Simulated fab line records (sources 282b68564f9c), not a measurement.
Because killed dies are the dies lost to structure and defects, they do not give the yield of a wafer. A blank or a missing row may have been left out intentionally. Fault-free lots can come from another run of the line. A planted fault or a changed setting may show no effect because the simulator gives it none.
Comparing a struck lot with a sound one / flow ritCmos / 15 out of 202 route steps
Sound: the wafers L745.1, L745.3, L745.5. The struck wafers were L757.1, L757.4, L757.6. Last of all comes the cause.
For every step that has rows: the tool of each side, followed by ch and its chambers, followed by its first start. Under that, the readings that differ: sound wafers / struck wafers / difference of the means / sigmas: that difference in standard deviations of wafers without a fault.
alike: readings whose means differ by less than 2 such deviations, and words and numbers that are the same on both sides. not compared: withheld readings, readings that some wafer has no value for, bounds like >300 that may hide the same value, and numbers for which the record gives no deviation and whose values overlap.
A row with sigmas, a row that says differs or no value, or rows on one side alone: a step with any of these is where the two part. When numbers do not overlap yet have no deviation, they are printed without sigmas and do not part them. A reading missing from all wafers of one side parts the sides only when that side holds two or more wafers.

RIT_M1_THK_MEAS_02: measures by xrf.
  struck on filmMetro-02, day 7 18:07; sound on filmMetro-03, day 4 12:51
reading=M1_AL_THK (nm); sound=406 403 393; struck=411 409 413; difference=+10; sigmas=+2
then, 6 steps without rows for these wafers: RIT_M1_HMDS_03 (prime time 60 s); RIT_M1_COAT_04 (resist thk 1300 nm); RIT_M1_SOFTBAKE_05 (time 60 s); RIT_M1_EXPOSE_06 (exposes mask M12, target cd 2600 nm); RIT_M1_PEB_07; RIT_M1_DEVELOP_08 (develop time 68 s).
RIT_M1_CD_MEAS_09 targets a cd of 2600 nm.
  struck on cdSem-01, day 7 19:13; sound on cdSem-01, day 4 13:55
reading=cdNm (nm); sound=2600.0 2600.2 2600.8; struck=2596.0 2596.2 2596.8; difference=-4.0; sigmas=-2
RIT_M1_OVL_MEAS_10:
  struck on overlay-01, day 7 19:20; sound on overlay-02, day 4 14:02
  alike: M1_OVL
then, 1 step without rows for these wafers: RIT_M1_HARDBAKE_11 (time 120 s).
RIT_M1_METAL_ETCH_12: etches Al in Cl2/BCl3, stops on SiO2, time 165 s, target depth 600 nm.
  sound on rieMetal-03 ch 0,1, day 4 14:19; struck on rieMetal-02 ch 0,1, day 7 19:47
  alike: drypumpMotorCurrentA, oesProductAu, throttleValvePct
  not compared: rfHoursCounterH
then, 1 step without rows for these wafers: RIT_M1_STRIP_13 (strips in nmp, time 600 s).
RIT_M1_STRIP_14: strips in O2, time 180 s.
  sound on plasmaAsher-03 ch 0,1, day 4 14:40; struck on plasmaAsher-01 ch 1, day 7 20:08
reading=runLengthS (s); sound=207.91 208.25 208.39; struck=257.59 258.10 257.70; difference=+49.61; sigmas=+99 or more
  alike: drypumpMotorCurrentA
  not compared: rfHoursCounterH
RIT_M1_CD_MEAS_90 targets a cd of 2600 nm.
  struck on cdSem-01, day 7 20:19; sound on cdSem-01, day 4 14:50
reading=cdNm (nm); sound=2600.8 2601.6 2600.5; struck=2594.6 2595.6 2596.9; difference=-5.3; sigmas=-2
RIT_M1_PROBE_99:
  struck on prober-01, day 7 22:48; sound on prober-02, day 4 16:34
  alike: defectLimitedYield, killedAtContacts, killedAtFrontEnd, killedDies, killedOpen, killedShort, sort_bin_3_pad_short, sort_bin_5_function, sort_bin_6_memory, sortNPass, sortYieldPct

== WHERE THEY PART ==
Last at RIT_M1_CD_MEAS_90 as far as this record goes, first at RIT_M1_THK_MEAS_02. Later steps at which nothing parts them and some readings are alike: RIT_M1_PROBE_99.

WHY: the cause the simulator had injected
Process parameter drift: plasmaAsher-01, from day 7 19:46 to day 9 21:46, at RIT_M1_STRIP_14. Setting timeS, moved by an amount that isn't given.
